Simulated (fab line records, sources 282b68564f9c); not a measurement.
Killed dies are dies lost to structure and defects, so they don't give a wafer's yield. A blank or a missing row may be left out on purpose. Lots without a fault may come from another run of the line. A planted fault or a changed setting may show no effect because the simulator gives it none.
Split-lot experiment | flow rit_cmos | 5 lots, 23 wafers read, on a route of 202 steps

THE SPLIT
At RIT_CONTACT_DEVELOP_07 (develop time 120 s), the setting develop_time_s was moved away from the recipe's 120 s on 5 of the 23 wafers read, by -8.1% to +3.8%. The other wafers ran this setting at the recipe's value.

FROM THE SPLIT TO THE READING: what the file shows between them, 4 steps
- RIT_CONTACT_CD_MEAS_08: target cd 1000 nm
- RIT_CONTACT_HARDBAKE_10: time 60 s
- RIT_CONTACT_ETCH_11: etches SiO2 in CHF3/CF4/Ar, stops on TiSi2, target depth 480 nm, time 320 s
- RIT_CONTACT_STRIP_12: strips in O2, time 180 s

THE READING
cd_nm, in nm, at RIT_CONTACT_CD_MEAS_90 (target cd 1000 nm). Fault-free wafers of this fab line usually give 999.6 nm, standard deviation 2.4 nm.

wafer  | tool, chamber at the split | develop_time_s as run, s | against the recipe | cd_nm, nm | against lot-mates on the recipe
L077.1 | litho_track-01, 0          | 120                      | recipe             | 999.7     | -
L077.2 | litho_track-01, 0          | 120                      | recipe             | 999.8     | -
L077.4 | litho_track-01, 0          | 120                      | recipe             | 999.9     | -
L077.5 | litho_track-01, 0          | 120                      | recipe             | 1000.3    | -
L077.6 | litho_track-01, 0          | 120                      | recipe             | 1001.2    | -
L078.1 | litho_track-02, 0          | 120                      | recipe             | 994.6     | -
L078.2 | litho_track-02, 0          | 110.3                    | -8.1%              | 984.5     | -14.0
L078.4 | litho_track-02, 0          | 120                      | recipe             | 1001.5    | -
L078.5 | litho_track-02, 0          | 110.3                    | -8.1%              | 986.4     | -12.1
L078.6 | litho_track-02, 0          | 120                      | recipe             | 999.5     | -
L079.1 | litho_track-02, 0          | 120                      | recipe             | 999.9     | -
L079.2 | litho_track-02, 0          | 120                      | recipe             | 999.4     | -
L079.3 | litho_track-02, 0          | 120                      | recipe             | 999.1     | -
L079.5 | litho_track-02, 0          | 120                      | recipe             | 998.8     | -
L079.6 | litho_track-02, 0          | 120                      | recipe             | 999.6     | -
L084.1 | litho_track-03, 0          | 120                      | recipe             | 1002.6    | -
L084.2 | litho_track-03, 0          | 120                      | recipe             | 997.1     | -
L084.3 | litho_track-03, 0          | 124.5                    | +3.8%              | 1004.3    | +4.4
L084.4 | litho_track-03, 0          | 124.5                    | +3.8%              | 1000.1    | +0.2
L084.6 | litho_track-03, 0          | 124.5                    | +3.8%              | 1006.8    | +6.9
L085.3 | litho_track-03, 0          | 120                      | recipe             | 998.6     | -
L085.4 | litho_track-03, 0          | 120                      | recipe             | 999.1     | -
L085.5 | litho_track-03, 0          | 120                      | recipe             | 999.6     | -

THE FIT
A straight line over all 23 wafers: cd_nm changes by +1.58 nm for each +1% of develop_time_s; r = +0.92; the points scatter about the line by 2 nm.
The same after taking each lot's own level away (the mean of its wafers on the recipe; 23 wafers): +1.47 nm for each +1%; r = +0.91; scatter 1.9 nm.
On that fit, the largest move of develop_time_s shifts the reading by 12 nm.
The lots' own levels span 998.53 to 1000.18 nm, that is 0.7 times the standard deviation above.
So the lot-to-lot level changes the slope little: the two slopes agree.
Check: with one of the wafers moved furthest among these (-8.1%) left out of the fit, the line predicts -10.9 nm for it against its lot-mates. It came out at -14 nm against them.

OTHER SPLITS ON THESE WAFERS
These wafers also went through other splits before the reading. Each is held against what the fit with the lots' levels taken away leaves over:
other split on the same wafers    | wafers away from the commonest value | r with cd_nm (lot level and that fit taken away)
RIT_SPACER_CVD_03 time_s          | 10                                   | -0.14
RIT_NSD_IMPLANT_08 energy_kev     | 4                                    | -0.12
RIT_PSD_HARDBAKE_07 temp_c        | 8                                    | -0.19
RIT_CONTACT_COAT_03 resist_thk_nm | 8                                    | -0.69

THE WHOLE CHAIN: every reading that the file lists as answering this split, in the file's order
step                   | what it does                                                                | reading                                                        | change (the file's fit)                                                                     | r (the file's)
RIT_CONTACT_ETCH_11    | etches SiO2 in CHF3/CF4/Ar, stops on TiSi2, target depth 480 nm, time 320 s | CONTACT.cd_nm (the simulator's own value, which no gauge read) | +1.5 nm for each +1% of the setting                                                         | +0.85
RIT_CONTACT_CD_MEAS_90 | target cd 1000 nm                                                           | cd_nm                                                          | +1.51 nm for each +1% of the setting                                                        | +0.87
RIT_CONTACT_CD_MEAS_08 | target cd 1000 nm                                                           | cd_nm                                                          | +0.994 nm for each +1% of the setting, in a fit together with resist_thk_nm@CONTACT_COAT_03 | 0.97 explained

THE FILE'S OWN FIT
cd_nm changes by +1.51 nm for each +1% of develop_time_s, r = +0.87.
